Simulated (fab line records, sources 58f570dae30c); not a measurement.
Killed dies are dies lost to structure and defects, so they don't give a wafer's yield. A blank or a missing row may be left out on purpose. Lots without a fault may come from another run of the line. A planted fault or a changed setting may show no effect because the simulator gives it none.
A struck lot beside a sound one | flow berkeley_cmos170 | 38 steps out of a route of 331
Sound: wafers L631.1, L631.5, L631.6. Struck: wafers L624.1, L624.5, L624.6. The cause comes at the end.
At each step with rows: each side's tool, then ch and its chambers, then its first start. Under that, the readings that differ: sound wafers | struck wafers | difference of the means | sigmas: that difference in standard deviations of wafers without a fault.
alike: readings whose means differ by less than 2 such deviations, and words and numbers that are the same on both sides. not compared: withheld readings, readings that some wafer has no value for, bounds like >300 that may hide the same value, and numbers for which the record gives no deviation and whose values overlap.
The two part at a step that has a row with sigmas, a row that says differs or no value, or rows on one side only. Numbers that don't overlap but have no deviation are shown without sigmas and don't part them. A reading that every wafer of one side lacks parts them only if that side has two wafers or more.

first, 1 step without rows for these wafers: UCB170_SPACER_CVD_00 (deposits SiO2 from TEOS/O2, target thk 376 nm, time 47 s).
UCB170_SPACER_THK_MEAS_01:
  sound on film_metro-01, day 12 04:37; struck on film_metro-03, day 10 22:29
  alike: SPACER_TEOS_THK
then, 1 step without rows for these wafers: UCB170_SPACER_ANNEAL_02 (time 1800 s).
UCB170_SPACER_ETCHBACK_03: etches SiO2 in CHF3/CF4/Ar, stops on Si, target depth 376 nm, time 100 s.
  sound on rie_diel-04 ch 1,2, day 12 10:53; struck on rie_diel-01 ch 1,2, day 11 03:51
  alike: drypump_motor_current_A, oes_product_au, throttle_valve_pct
  not compared: rf_hours_counter_h
then, 6 steps without rows for these wafers: UCB170_PSD_HMDS_00 (prime time 60 s); UCB170_PSD_COAT_01 (resist thk 900 nm); UCB170_PSD_SOFTBAKE_02 (time 60 s); UCB170_PSD_EXPOSE_03 (exposes mask PSELECT MOD, target cd 1200 nm); UCB170_PSD_PEB_04; UCB170_PSD_DEVELOP_05 (develop time 45 s).
UCB170_PSD_CD_MEAS_06: target cd 1200 nm.
  sound on cd_sem-02, day 12 12:08; struck on cd_sem-01, day 11 05:46
  reading    | sound                | struck               | difference | sigmas
  cd_nm (nm) | 1198.5 1199.8 1198.0 | 1201.7 1201.7 1202.6 | +3.2       | +2
UCB170_PSD_OVL_MEAS_07:
  sound on overlay-01, day 12 12:15; struck on overlay-02, day 11 05:53
  alike: PSD_OVL
UCB170_PSD_IMPLANT_08:
  sound on implanter-01 ch 0, day 12 12:17; struck on implanter-03 ch 0, day 11 05:55
  reading                          | sound                         | struck                        | difference | sigmas
  dose_ions_cm2                    | 3.006e+15 3.004e+15 2.999e+15 | 2.096e+15 2.095e+15 2.098e+15 | -9.067e+14 | -99 or more
  end_station_pressure_torr (Torr) | 1.3e-05 1.24e-05 1.27e-05     | 1.01e-05 1.06e-05 1e-05       | -2.47e-06  | -4
  faraday_current_uA               | 9141 9070 9281                | 6532 6407 6692                | -2620      | -14
UCB170_PSD_STRIP_09: strips in O2.
  sound on plasma_asher-03 ch 0,1, day 12 12:26; struck on plasma_asher-01 ch 0,1, day 11 06:04
  reading                      | sound             | struck            | difference | sigmas
  oes_product_au (a.u.)        | 0.597 0.604 0.596 | 0.661 0.655 0.666 | +0.062     | +13
  strip_time_to_endpoint_s (s) | 29.43 29.33 29.34 | 25.77 25.78 25.76 | -3.60      | -39
  alike: drypump_motor_current_A
  not compared: rf_hours_counter_h
UCB170_PSD_TW_MEAS_10:
  sound on film_metro-03, day 12 12:32; struck on film_metro-04, day 11 06:10
  reading | sound          | struck         | difference | sigmas
  PSD_TW  | 2323 2319 2312 | 2105 2107 2096 | -215       | -14
then, 7 steps without rows for these wafers: UCB170_PSD_CLEAN_11 (cleans in SPM, time 600 s); UCB170_NSD_HMDS_00 (prime time 60 s); UCB170_NSD_COAT_01 (resist thk 900 nm); UCB170_NSD_SOFTBAKE_02 (time 60 s); UCB170_NSD_EXPOSE_03 (exposes mask NSELECT MOD, target cd 1200 nm); UCB170_NSD_PEB_04; UCB170_NSD_DEVELOP_05 (develop time 45 s).
UCB170_NSD_CD_MEAS_06: target cd 1200 nm.
  sound on cd_sem-01, day 12 14:07; struck on cd_sem-02, day 11 07:29
  alike: cd_nm
UCB170_NSD_OVL_MEAS_07:
  sound on overlay-02, day 12 14:14; struck on overlay-01, day 11 07:37
  alike: NSD_OVL
then, 1 step without rows for these wafers: UCB170_NSD_IMPLANT_08.
UCB170_NSD_STRIP_09: strips in O2.
  sound on plasma_asher-04 ch 0,1, day 12 14:26; struck on plasma_asher-01 ch 0,1, day 11 07:47
  alike: drypump_motor_current_A, oes_product_au, strip_time_to_endpoint_s
  not compared: rf_hours_counter_h
UCB170_NSD_TW_MEAS_10:
  sound on film_metro-01, day 12 14:32; struck on film_metro-04, day 11 07:53
  alike: NSD_TW
then, 4 steps without rows for these wafers: UCB170_NSD_CLEAN_11 (cleans in SPM, time 600 s); UCB170_BACKSIDE_HMDS_00 (prime time 60 s); UCB170_BACKSIDE_COAT_01 (resist thk 900 nm); UCB170_BACKSIDE_SOFTBAKE_02 (time 60 s).
UCB170_BACKSIDE_STRIP_03: strips in O2.
  sound on plasma_asher-04 ch 0,1, day 12 15:24; struck on plasma_asher-02 ch 0,1, day 11 08:49
  reading                      | sound             | struck            | difference | sigmas
  strip_time_to_endpoint_s (s) | 22.03 22.00 22.07 | 21.88 21.88 21.88 | -0.15      | -3
  alike: drypump_motor_current_A, oes_product_au
  not compared: rf_hours_counter_h
then, 1 step without rows for these wafers: UCB170_BACKSIDE_CLEAN_04 (cleans in SPM, time 600 s).
UCB170_SDANNEAL_RTA_00: time 10 s.
  sound on rtp_anneal-01 ch 0, day 12 16:06; struck on rtp_anneal-02 ch 0, day 11 09:16
  reading            | sound          | struck         | difference | sigmas
  lamp_power_pct (%) | 25.7 25.6 25.6 | 22.4 22.4 22.4 | -3.2       | -2
  alike: wafer_temp_C_max
UCB170_SDANNEAL_RTA_01: time 5 s.
  sound on rtp_anneal-01 ch 0, day 12 16:10; struck on rtp_anneal-02 ch 0, day 11 09:19
  alike: lamp_power_pct, wafer_temp_C_max
UCB170_SDANNEAL_RS_MEAS_02: measures by four-point-probe.
  sound on film_metro-04, day 12 16:14; struck on film_metro-04, day 11 09:23
  reading         | sound          | struck         | difference | sigmas
  PSD_RS (ohm/sq) | 75.6 75.8 76.1 | 96.5 96.3 97.0 | +20.8      | +63
UCB170_SDANNEAL_RS_MEAS_03: measures by four-point-probe.
  sound on film_metro-04, day 12 16:21; struck on film_metro-04, day 11 09:30
  alike: NSD_RS
UCB170_M3_PROBE_99:
  sound on prober-01, day 13 11:36; struck on prober-02, day 12 10:52
  reading                              | sound             | struck      | difference | sigmas
  model.etest.contact_ppoly.end_ohm_um | 229.2 230.6 220.6 | 414.6 412.9 | +187.0     |
  model.etest.contact_pplus.end_ohm_um | 61.21 61.7 61.16  | 75.21 75.4  | +13.95     |
  model.etest.vpnp.gain                | 11.8 11.66 11.65  | 10.44 10.61 | -1.18      |

WHERE THEY PART
First at UCB170_PSD_CD_MEAS_06; last, within this record, at UCB170_SDANNEAL_RS_MEAS_02. Later steps at which nothing parts them and some readings are alike: UCB170_SDANNEAL_RS_MEAS_03.

WHY: what the simulator had put in
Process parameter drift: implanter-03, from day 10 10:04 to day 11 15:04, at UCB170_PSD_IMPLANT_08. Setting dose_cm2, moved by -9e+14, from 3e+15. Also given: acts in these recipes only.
